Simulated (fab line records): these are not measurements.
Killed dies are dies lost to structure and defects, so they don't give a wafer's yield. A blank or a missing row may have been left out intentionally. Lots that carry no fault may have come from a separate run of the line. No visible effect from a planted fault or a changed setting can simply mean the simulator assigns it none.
The same fault as seen by 2 desks -- flow ritCmos -- numbers are kept per desk, each desk with only its own; the story behind them comes last

## DESK OF THE TOOL OWNER: implanter-02
The tool's own readings at RIT_PRETRO_IMPLANT_08, given as means over the sampled wafers that have a number, one for each lot that went through this tool. If a lot's mean is further than 4 standard deviations from the usual mean, the lot is out of limits and carries the mark OUT (the distance appears in the brackets).
Columns: A = beamEnergyKeV at RIT_PRETRO_IMPLANT_08, usual 45.000; B = tiltDeg at RIT_PRETRO_IMPLANT_08, usual 6.999 degrees
lot,first seen here,A,B
L376,day 2 17:58,45.010,6.993
L378,day 3 04:16,44.989,6.977
L379,day 3 08:38,45.011,7.002
L380,day 3 13:34,44.991,6.981
L381,day 3 22:30,45.020,7.001
L384,day 4 10:13,44.987,6.997
L385,day 4 14:19,44.991,7.012
L388,day 5 07:04,60.749 (+99 or more) OUT,7.009
L389,day 5 09:34,60.759 (+99 or more) OUT,7.002
L391,day 5 19:46,60.745 (+99 or more) OUT,7.024
This desk finds L388, L389, L391 out of limits, L388 being first, at day 5 07:04 (beamEnergyKeV at RIT_PRETRO_IMPLANT_08). Within limits: L376, L378, L379, L380, L381, L384, L385.

## METROLOGY DESK
What the gauges read for every lot (on any tool): the sampled wafers with a number, averaged. If a lot's mean is further than 4 standard deviations from the usual mean, the lot is out of limits and carries the mark OUT (the distance appears in the brackets).
Columns: A = PRETRO_TW at RIT_PRETRO_TW_MEAS_10, usual 470.8
lot,first seen here,A
L375,day 2 13:22,470.0
L376,day 2 18:17,469.9
L377,day 2 23:22,468.3
L378,day 3 04:35,470.0
L379,day 3 08:58,470.0
L380,day 3 13:54,472.5
L381,day 3 22:49,469.2
L383,day 4 07:31,471.5
L384,day 4 10:33,472.5
L385,day 4 14:35,470.4
L387,day 5 01:03,467.3
L388,day 5 07:23,489.0 (+6.8) OUT
L389,day 5 09:53,493.7 (+8.5) OUT
L391,day 5 20:05,490.4 (+7.2) OUT
L397,day 7 01:56,477.3
This desk's finding: out of limits on L388, L389, L391; first on L388, day 5 07:23 (PRETRO_TW at RIT_PRETRO_TW_MEAS_10). Within limits: L375, L376, L377, L378, L379, L380, L381, L383, L384, L385, L387, L397.

## ALL TOGETHER
The tool owner's desk had the chance to raise an alarm at day 5 07:04 on L388, L389, L391.
L388, L389, L391 would have let the metrology desk raise an alarm at day 5 07:23.
RIT_PRETRO_IMPLANT_08 was run on implanter-02 by each of the lots named.

## WHAT HAD BEEN PUT IN BY THE SIMULATOR
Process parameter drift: implanter-02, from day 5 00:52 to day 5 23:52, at RIT_PRETRO_IMPLANT_08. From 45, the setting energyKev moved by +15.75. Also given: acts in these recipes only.
Lots struck among those shown: L388, L389, L391.
Counting hours from when the fault started, the first reading out of limits came at 6 for the tool owner's desk and at 7 for the metrology desk.
